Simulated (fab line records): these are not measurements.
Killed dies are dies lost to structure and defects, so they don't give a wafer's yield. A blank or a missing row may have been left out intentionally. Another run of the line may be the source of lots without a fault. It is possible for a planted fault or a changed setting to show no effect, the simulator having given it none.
Which tool did it?    flow berkeley cmos170    14 lots, 42 wafers sampled, at 3 steps of a route of 331

WHAT THE GAUGES SHOWED, per wafer
UCB170_PSD_TW_MEAS_10.
lot   measured      on             PSD_TW
L513  day 7 04:46   film metro-02  2325 2335 2337
L514  day 7 05:03   film metro-03  2365 2367 2345
L516  day 7 14:04   film metro-02  2340 2347 2347
L517  day 7 14:20   film metro-04  2349 2346 2344
L519  day 7 23:00   film metro-03  2368 2383 2375
L518  day 7 23:01   film metro-02  2342 2344 2356
L521  day 8 16:49   film metro-02  2352 2328 2326
L522  day 8 17:04   film metro-02  2325 2321 2327
L523  day 9 11:50   film metro-03  2340 2354 2364
L525  day 9 11:57   film metro-04  2336 2335 2339
L526  day 10 04:31  film metro-04  2341 2342 2330
L530  day 10 20:00  film metro-04  2339 2338 2335
L533  day 11 10:43  film metro-04  2346 2341 2349
L534  day 11 17:32  film metro-02  2336 2340 2325

UCB170_M1_RS_MEAS_01: uses a four-point probe to measure.
lot   measured      on             M1_AL_RS (ohm/sq)
L513  day 7 17:56   film metro-03  0.0485 0.0490 0.0487
L514  day 7 17:28   film metro-03  0.0480 0.0477 0.0480
L516  day 8 00:02   film metro-04  0.0483 0.0485 0.0484
L517  day 8 02:31   film metro-03  0.0478 0.0478 0.0474
L519  day 8 08:38   film metro-03  0.0482 0.0484 0.0485
L518  day 8 08:23   film metro-04  0.0493 0.0497 0.0495
L521  day 9 01:14   film metro-04  0.0475 0.0477 0.0479
L522  day 9 03:41   film metro-02  0.0491 0.0485 0.0485
L523  day 9 21:35   film metro-02  0.0479 0.0482 0.0479
L525  day 9 21:22   film metro-04  0.0491 0.0488 0.0490
L526  day 10 14:08  film metro-03  0.0488 0.0481 0.0490
L530  day 11 08:13  film metro-04  0.0480 0.0476 0.0474
L533  day 11 21:45  film metro-04  0.0485 0.0478 0.0476
L534  day 12 06:59  film metro-02  0.0481 0.0472 0.0481

EACH LOT AND THE TOOL THAT RAN IT (in order: tool; ch and the chambers of the sampled wafers; start)
lot   UCB170_CONTACT_ETCH_17
L513  rie diel-03 ch 0,1,3, day 7 17:18
L514  rie diel-01 ch 2,3, day 7 16:49
L516  rie diel-03 ch 1,2,3, day 7 23:17
L517  rie diel-03 ch 0,2, day 8 01:34
L519  rie diel-01 ch 0,2,3, day 8 07:59
L518  rie diel-03 ch 0,1, day 8 07:42
L521  rie diel-04 ch 0,3, day 9 00:37
L522  rie diel-03 ch 0,1,3, day 9 02:53
L523  rie diel-03 ch 0,2, day 9 20:57
L525  rie diel-01 ch 0,1,2, day 9 20:43
L526  rie diel-03 ch 0,2, day 10 13:21
L530  rie diel-01 ch 1,2,3, day 11 07:35
L533  rie diel-01 ch 0,2,3, day 11 21:07
L534  rie diel-03 ch 0,3, day 12 06:19
- UCB170_CONTACT_ETCH_17: etches BARC in N2/H2.

AS READ BY THE TOOLS THEMSELVES (means over the sampled wafers that have a number; for cases with no such wafer, the mark the record gives instead)
UCB170_CONTACT_ETCH_17.
lot   tool         drypump motor current A (A)  oes product au (a.u.)  throttle valve pct (%)
L513  rie diel-03  5.3                          1.010                  13.23
L514  rie diel-01  5.7                          0.999                  13.20
L516  rie diel-03  5.2                          1.023                  13.32
L517  rie diel-03  5.3                          1.005                  13.40
L519  rie diel-01  5.6                          1.000                  13.26
L518  rie diel-03  4.9                          0.977                  13.06
L521  rie diel-04  5.9                          1.006                  13.41
L522  rie diel-03  5.3                          1.002                  13.24
L523  rie diel-03  5.4                          0.973                  13.32
L525  rie diel-01  5.5                          1.000                  13.16
L526  rie diel-03  5.3                          1.001                  13.40
L530  rie diel-01  5.4                          0.988                  13.25
L533  rie diel-01  5.6                          0.994                  13.26
L534  rie diel-03  5.6                          1.022                  13.42

THE ANSWER, worked out from the rows above alone
Rule: the usual values come from the lots themselves. Put in order of their means at a reading, lots are off if they are a third of the lots or fewer, leave a main group of 4 or more, and stand apart from it by a gap of 3 or more times the standard deviation of the main group's means; of several such gaps the widest counts. A main group is skipped when, at the precision printed for the reading in the tables above, its means are all equal. A lot without any number at a reading at which 4 lots or more have one is off too. The other lots that the step has rows for count as sound. After the gauges, taken in route order, come the tools' own readings; for these a lot's mean is taken, as printed above. The first step at which some lot is off is used, and at that step the reading that is off furthest; a lot without a number counts as furthest.
No lot is off at any reading shown: from this, nothing can be told.

WHAT THE SIMULATOR HAD INSERTED
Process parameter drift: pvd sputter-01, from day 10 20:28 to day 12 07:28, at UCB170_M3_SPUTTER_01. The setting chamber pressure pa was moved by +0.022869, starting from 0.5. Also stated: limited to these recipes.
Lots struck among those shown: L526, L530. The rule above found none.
